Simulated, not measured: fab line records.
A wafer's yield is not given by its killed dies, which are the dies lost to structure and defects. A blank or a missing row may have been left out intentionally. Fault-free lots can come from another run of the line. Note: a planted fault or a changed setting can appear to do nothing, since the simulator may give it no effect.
Comparing a struck lot with a sound one -- flow rit cmos -- 14 out of 202 route steps
Sound: these wafers, L710.4, L710.5, L710.6. The struck wafers were L715.3, L715.4, L715.6. The cause comes at the end.
Each step with rows lists, per side, the tool, then ch with its chambers, then its first start. Under that, the readings that differ: sound wafers -- struck wafers -- difference of the means -- sigmas: that difference in standard deviations of wafers without a fault.
alike: readings with means less than 2 such deviations apart, plus words and numbers identical on both sides. not compared: withheld readings, readings lacking a value on some wafer, bounds such as >300 that could conceal the same value, and numbers that have no deviation in the record and whose values overlap.
The two part at a step that has a row with sigmas, a row that says differs or no value, or rows on one side only. Non-overlapping numbers with no deviation appear without sigmas and do not part them. A reading that every wafer of one side lacks parts them only if that side has two wafers or more.

first, 3 steps without rows for these wafers: RIT_GATE_CLEAN_02 (cleans in dHF, time 30 s); RIT_GATE_CLEAN_03 (cleans in SC2, time 600 s); RIT_GATE_CLEAN_04 (cleans in dHF, time 60 s).
RIT_FOX2_THK_MEAS_91:
  sound on film metro-01, day 4 10:00; struck on film metro-03, day 5 11:01
  alike: FIELD_OXIDE_LEFT_2_THK
then, 2 steps without rows for these wafers: RIT_GATE_OXIDATION_05 (target thk 3 nm, ox time 270 s); RIT_GATE_ANNEAL_06 (time 600 s).
RIT_GATE_THK_MEAS_07:
  sound on film metro-04, day 4 11:25; struck on film metro-03, day 5 13:43
  alike: GATE_OXIDE_THK
then, 1 step without rows for these wafers: RIT_GATE_CVD_08 (deposits poly-Si from SiH4, target thk 250 nm, time 2220 s).
RIT_GATE_THK_MEAS_09:
  sound on film metro-03, day 4 13:11; struck on film metro-04, day 5 16:12
  alike: GATE_POLY_THK
then, 3 steps without rows for these wafers: RIT_GATE_HMDS_10 (prime time 60 s); RIT_GATE_COAT_11 (resist thk 850 nm); RIT_GATE_SOFTBAKE_12 (time 60 s).
RIT_GATE_EXPOSE_13: exposes mask M6, target cd 150 nm.
  sound on iline stepper-01 ch 0, day 4 13:59; struck on iline stepper-01, day 5 16:52
  no value came back on the struck wafers for exposure dose mJ cm2, focus offset nm (nm), sigma outer; on the sound wafers exposure dose mJ cm2 reads 380.5 380.4 380.6
  alike: mask
following that, these wafers have no rows for 1 step: RIT_GATE_PEB_14.

WHERE THEY PART
Only at RIT_GATE_EXPOSE_13, as far as this record shows.

WHY: the cause the simulator had injected
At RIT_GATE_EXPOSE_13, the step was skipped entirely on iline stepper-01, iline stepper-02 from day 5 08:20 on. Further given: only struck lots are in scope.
